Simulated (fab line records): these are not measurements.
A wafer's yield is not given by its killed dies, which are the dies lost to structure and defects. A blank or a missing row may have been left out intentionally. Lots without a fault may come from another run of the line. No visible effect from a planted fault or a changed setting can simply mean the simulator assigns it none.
fab line records | flow berkeley-cmos170
record lots=14 | wafers=42 | last-day=13
route steps=331 shown NWELL@25 V2@294 M3@324
lots with no fault: from the same line, run without faults
start-h: the number of hours between the record's first day and the start of the first shown wafer of the lot | wait-h: how many hours have passed since the lot's step before this one | " repeats the value in the row above | L1.1+2: several wafers, shown together as one row | - no value present, or no start provided | * or withheld: withheld | < > ~ a bound
route shown NAME@n: names a module that has steps shown in the file, with the first one's number in the route | usual: the fault-free wafers' mean and standard deviation | same: alike in all rows | chamber/n: place in a boat | sites: per-site readings | _std_site: standard deviation of those values | _edge_site: the outer-site mean with the inner-site mean subtracted | radius-mm: how far each site lies from the wafer's centre | mask NAME#n: copy n | behind: tool/chamber where the wafer was last shaped | hold: why the lot was held/for how many hours/how that ended | device: transistor that didn't switch, given as n, p or np | end of line: the same wafers' tests at the end of the route | a step without rows: its recipe alone | killed: not the wafer's yield, but the dies lost to structure and defects at the first sort | map: a wafer's dies, x killed, . not, _ none there
set.NAME: the setting that was run; set.NAME@STEP: the one run at that earlier step | model.NAME: the simulator's own value behind a step, which no gauge read
a sample of lots followed through the steps of the route, with each step as a table and each wafer as a row
services: a tool's chamber out of use, with start hour (start-h, from the record's first day; less than 0 if before it), hours out, and reason
## steps
# step UCB170_NWELL_DEVELOP_11
# recipe developer=TMAH | develop-time-s=45 | resist=KrF | dev-temp-c=21
# usual chill-plate-temp-C=23.01/0.1 | develop-time-s=45/0
lot.wafer | tool           | chamber | start-h | wait-h | chill-plate-temp-C | develop-time-s
L462.3    | litho-track-04 | 0       | 35      | -      | 23.17              | 45
L462.4    | "              | 0       | "       | "      | 23.05              | 45
L462.6    | "              | 0       | "       | "      | 23.07              | 45
L463.1    | litho-track-04 | 0       | 40      | -      | 22.99              | 45
L463.3    | "              | 0       | "       | "      | 22.92              | 45
L463.6    | "              | 0       | "       | "      | 22.94              | 45
L464.2    | litho-track-04 | 0       | 51      | -      | 23.00              | 45
L464.5    | "              | 0       | "       | "      | 23.25              | 45
L464.6    | "              | 0       | "       | "      | 23.02              | 45
L467.1    | litho-track-04 | 0       | 62      | -      | 23.07              | 45
L467.2    | "              | 0       | "       | "      | 23.05              | 45
L467.5    | "              | 0       | "       | "      | 22.83              | 45
L468.2    | litho-track-04 | 0       | 68      | -      | 23.21              | 45
L468.4    | "              | 0       | "       | "      | 23.22              | 45
L468.6    | "              | 0       | "       | "      | 23.03              | 45
L469.2    | litho-track-02 | 0       | 75      | -      | 23.17              | 45
L469.3    | "              | 0       | "       | "      | 22.83              | 45
L469.5    | "              | 0       | "       | "      | 22.95              | 45
L470.1    | litho-track-04 | -       | 76      | -      | -                  | -
L470.2    | "              | -       | "       | "      | -                  | -
L470.5    | "              | -       | "       | "      | -                  | -
L471.1    | litho-track-02 | -       | 76      | -      | -                  | -
L471.2    | "              | -       | "       | "      | -                  | -
L471.3    | "              | -       | "       | "      | -                  | -
L480.4    | litho-track-04 | 0       | 128     | -      | 22.91              | 45
L480.5    | "              | 0       | "       | "      | 22.97              | 45
L480.6    | "              | 0       | "       | "      | 22.88              | 45
L481.1    | litho-track-02 | 0       | 128     | -      | 23.08              | 45
L481.3    | "              | 0       | "       | "      | 23.00              | 45
L481.4    | "              | 0       | "       | "      | 23.17              | 45
L482.1    | litho-track-04 | 0       | 135     | -      | 23.04              | 45
L482.2    | "              | 0       | "       | "      | 23.08              | 45
L482.6    | "              | 0       | "       | "      | 23.04              | 45
L484.2    | litho-track-02 | 0       | 145     | -      | 23.16              | 45
L484.5    | "              | 0       | "       | "      | 22.90              | 45
L484.6    | "              | 0       | "       | "      | 23.09              | 45
L483.1    | litho-track-02 | 0       | 145     | -      | 22.93              | 45
L483.5    | "              | 0       | 146     | -      | 22.87              | 45
L483.6    | "              | 0       | "       | "      | 22.97              | 45
L485.2    | litho-track-01 | 0       | 152     | -      | 23.25              | 45
L485.4    | "              | 0       | "       | "      | 23.09              | 45
L485.6    | "              | 0       | "       | "      | 23.07              | 45
# step UCB170_V2_CMP_02
# recipe material=SiO2 | down-force-psi=6 | platen-rpm=60 | pad-velocity-m-s=0.75398
# usual motor-current-A=15.7/1.2 | platen-rpm=60.00/0.037
lot.wafer | tool   | chamber | start-h | wait-h | motor-current-A | platen-rpm
L462.3    | cmp-01 | 1       | 201.08  | 0.0    | 16.4            | 60.01
L462.4    | "      | 0       | "       | "      | 16.4            | 60.01
L462.6    | "      | 2       | "       | "      | 16.8            | 60.02
L463.3    | cmp-01 | 2       | 201.45  | 0.1    | 14.9            | 59.97
L463.1    | "      | 0       | "       | "      | 15.8            | 60.01
L463.6    | "      | 1       | "       | "      | 17.4            | 60.03
L464.2    | cmp-01 | 3       | 202.15  | 0.6    | 13.3            | 59.89
L464.6    | "      | 0       | "       | "      | 15.9            | 59.93
L464.5    | "      | 1       | "       | "      | 17.2            | 60.01
L467.1    | cmp-02 | 0       | 202.25  | 0.6    | 14.7            | 60.01
L467.2    | "      | 1       | "       | "      | 14.4            | 60.01
L467.5    | "      | 3       | "       | "      | 17.7            | 59.92
L469.2    | cmp-01 | 0       | 221.16  | 0.0    | 15.8            | 59.98
L469.3    | "      | 2       | "       | "      | 15.9            | 60.02
L469.5    | "      | 1       | "       | "      | 17.9            | 60.08
L468.2    | cmp-02 | 3       | 221.33  | 0.1    | 17.5            | 60.05
L468.4    | "      | 1       | "       | "      | 14.9            | 60.00
L468.6    | "      | 2       | "       | "      | 15.9            | 59.98
L482.1    | cmp-01 | 1       | 277.29  | 0.1    | 16.3            | 60.04
L482.2    | "      | 2       | "       | "      | 15.5            | 60.03
L482.6    | "      | 1       | "       | "      | 17.2            | 60.01
L481.1    | cmp-01 | 2       | 277.92  | 0.1    | 15.7            | 60.00
L481.4    | "      | 3       | "       | "      | 14.7            | 59.98
L481.3    | "      | 1       | "       | "      | 17.2            | 60.04
L480.4    | cmp-02 | 2       | 278.41  | 0.1    | 16.7            | 60.02
L480.5    | "      | 0       | "       | "      | 14.2            | 59.99
L480.6    | "      | 1       | "       | "      | 13.9            | 60.01
L483.1    | cmp-01 | 2       | 285.76  | 0.1    | 17.2            | 60.00
L483.6    | "      | 0       | "       | "      | 15.8            | 59.97
L483.5    | "      | 1       | "       | "      | 16.7            | 60.03
L484.2    | cmp-02 | 2       | 285.93  | 0.0    | 15.4            | 59.98
L484.6    | "      | 2       | "       | "      | 16.0            | 60.01
L484.5    | "      | 3       | "       | "      | 17.3            | 59.98
L485.2    | cmp-01 | 2       | 294.07  | 0.0    | 15.9            | 60.03
L485.4    | "      | 3       | "       | "      | 14.3            | 60.01
L485.6    | "      | 2       | "       | "      | 16.2            | 59.93
# step UCB170_M3_CD_MEAS_15
# recipe target-cd-nm=700
# usual cd-nm=699.9/1.2
lot.wafer | tool      | chamber | start-h | wait-h | cd-nm
L462.3    | cd-sem-02 | -       | 208.89  | -      | 700.0
L462.4    | "         | -       | "       | "      | 698.3
L462.6    | "         | -       | "       | "      | 700.0
L463.1    | cd-sem-02 | -       | 209.13  | -      | 697.9
L463.3    | "         | -       | "       | "      | 699.1
L463.6    | "         | -       | "       | "      | 697.4
L467.1    | cd-sem-02 | -       | 209.30  | -      | 700.5
L467.2    | "         | -       | "       | "      | 700.8
L467.5    | "         | -       | "       | "      | 700.3
L464.2    | cd-sem-02 | -       | 209.60  | -      | 700.8
L464.5    | "         | -       | "       | "      | 701.1
L464.6    | "         | -       | "       | "      | 700.4
L468.2    | cd-sem-01 | -       | 228.79  | -      | 700.1
L468.4    | "         | -       | "       | "      | 700.7
L468.6    | "         | -       | "       | "      | 699.6
L469.2    | cd-sem-01 | -       | 229.06  | -      | 700.5
L469.3    | "         | -       | "       | "      | 700.6
L469.5    | "         | -       | "       | "      | 700.5
L482.1    | cd-sem-01 | -       | 283.06  | -      | 699.3
L482.2    | "         | -       | "       | "      | 698.6
L482.6    | "         | -       | "       | "      | 699.1
L481.1    | cd-sem-02 | -       | 283.20  | -      | 699.0
L481.3    | "         | -       | "       | "      | 698.7
L481.4    | "         | -       | "       | "      | 698.5
L480.4    | cd-sem-02 | -       | 283.62  | -      | 700.2
L480.5    | "         | -       | "       | "      | 700.6
L480.6    | "         | -       | "       | "      | 700.6
L483.1    | cd-sem-02 | -       | 290.84  | -      | 699.6
L483.5    | "         | -       | "       | "      | 699.3
L483.6    | "         | -       | "       | "      | 699.0
L484.2    | cd-sem-01 | -       | 291.00  | -      | 699.8
L484.5    | "         | -       | "       | "      | 699.9
L484.6    | "         | -       | "       | "      | 698.5
L485.2    | cd-sem-01 | -       | 298.93  | -      | 701.2
L485.4    | "         | -       | "       | "      | 701.7
L485.6    | "         | -       | "       | "      | 701.4
# step UCB170_M3_OVL_MEAS_16
# usual M3_OVL=-1/5.2
lot.wafer | tool       | chamber | start-h | wait-h | M3_OVL[nm]
L462.3    | overlay-01 | -       | 208.98  | 0.1    | 3
L462.4    | "          | -       | "       | "      | -2
L462.6    | "          | -       | "       | "      | -4
L463.1    | overlay-01 | -       | 209.25  | 0.1    | -5
L463.3    | "          | -       | "       | "      | -4
L463.6    | "          | -       | "       | "      | 0
L467.1    | overlay-01 | -       | 209.42  | 0.1    | 8
L467.2    | "          | -       | "       | "      | 0
L467.5    | "          | -       | "       | "      | 4
L464.2    | overlay-02 | -       | 209.70  | 0.1    | -10
L464.5    | "          | -       | "       | "      | -3
L464.6    | "          | -       | "       | "      | -9
L468.2    | overlay-02 | -       | 228.89  | 0.1    | 0
L468.4    | "          | -       | "       | "      | -4
L468.6    | "          | -       | "       | "      | -6
L469.2    | overlay-02 | -       | 229.17  | 0.1    | 4
L469.3    | "          | -       | "       | "      | 3
L469.5    | "          | -       | "       | "      | -1
L482.1    | overlay-02 | -       | 283.18  | 0.1    | -3
L482.2    | "          | -       | "       | "      | 5
L482.6    | "          | -       | "       | "      | 5
L481.1    | overlay-01 | -       | 283.32  | 0.1    | -3
L481.3    | "          | -       | "       | "      | -9
L481.4    | "          | -       | "       | "      | -1
L480.4    | overlay-02 | -       | 283.70  | 0.1    | -6
L480.5    | "          | -       | "       | "      | -15
L480.6    | "          | -       | "       | "      | -7
L483.1    | overlay-01 | -       | 290.96  | 0.1    | -3
L483.5    | "          | -       | "       | "      | -6
L483.6    | "          | -       | "       | "      | 5
L484.2    | overlay-02 | -       | 291.10  | 0.1    | -7
L484.5    | "          | -       | "       | "      | -3
L484.6    | "          | -       | "       | "      | -8
L485.2    | overlay-01 | -       | 299.04  | 0.1    | 7
L485.4    | "          | -       | "       | "      | 2
L485.6    | "          | -       | "       | "      | 3
## services
tool   | chamber | start-h | hours | kind
cmp-01 | -       | 15.89   | 4.3   | repair
cmp-01 | -       | 16.20   | 2.5   | repair
cmp-02 | -       | 22.67   | 2.4   | repair
cmp-02 | -       | 51.02   | 5.0   | pm
cmp-02 | -       | 61.93   | 0.8   | repair
cmp-01 | -       | 64.00   | 4.0   | pm
cmp-01 | -       | 68.00   | -     | consumable-replace:conditioner
cmp-01 | -       | 68.00   | -     | consumable-replace:pad
cmp-01 | -       | 73.76   | 5.3   | pm
cmp-01 | -       | 81.48   | 1.8   | repair
cmp-02 | -       | 161.67  | 0.3   | repair
cmp-02 | -       | 204.39  | 8.2   | repair
cmp-02 | -       | 232.08  | 4.0   | pm
cmp-02 | -       | 236.08  | -     | consumable-replace:conditioner
cmp-02 | -       | 236.08  | -     | consumable-replace:pad
cmp-02 | -       | 281.88  | 0.7   | repair
## key
first-sign step=UCB170_NWELL_DEVELOP_11 | reading=tool-record | direction=missing
effect none on later readings
met-at UCB170_NWELL_DEVELOP_11
struck-lots L470,L471
later-rows-left-out L470.1,L470.2,L470.5,L471.1,L471.2,L471.3
sort-left-out L470.1,L470.2,L470.5,L471.1,L471.2,L471.3
tester-left-out L470,L471
not-acting-at UCB170_V2_CMP_02,UCB170_M3_CD_MEAS_15,UCB170_M3_OVL_MEAS_16
onset-between 75 76
fault kind=skipped-step-whole | tool=litho-track-02,litho-track-04 | chamber=- | onset-h=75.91 | steps=UCB170_NWELL_DEVELOP_11 | scope=struck-lots-only
# tester-left-out: of these lots the tester's yield and bins aren't shown, on N5 and GAA mostly nor the transistor test; their killed dies are dies lost to structure and defects alone, not to doping, threshold or leakage, so they don't give the yield
# sort-left-out: the simulated sort isn't trusted on such a fault, so these wafers' sort isn't shown, and their yield isn't known
# later-rows-left-out: the simulator's readings of these wafers behind a module that went badly wrong aren't trusted and aren't shown, but for the sort
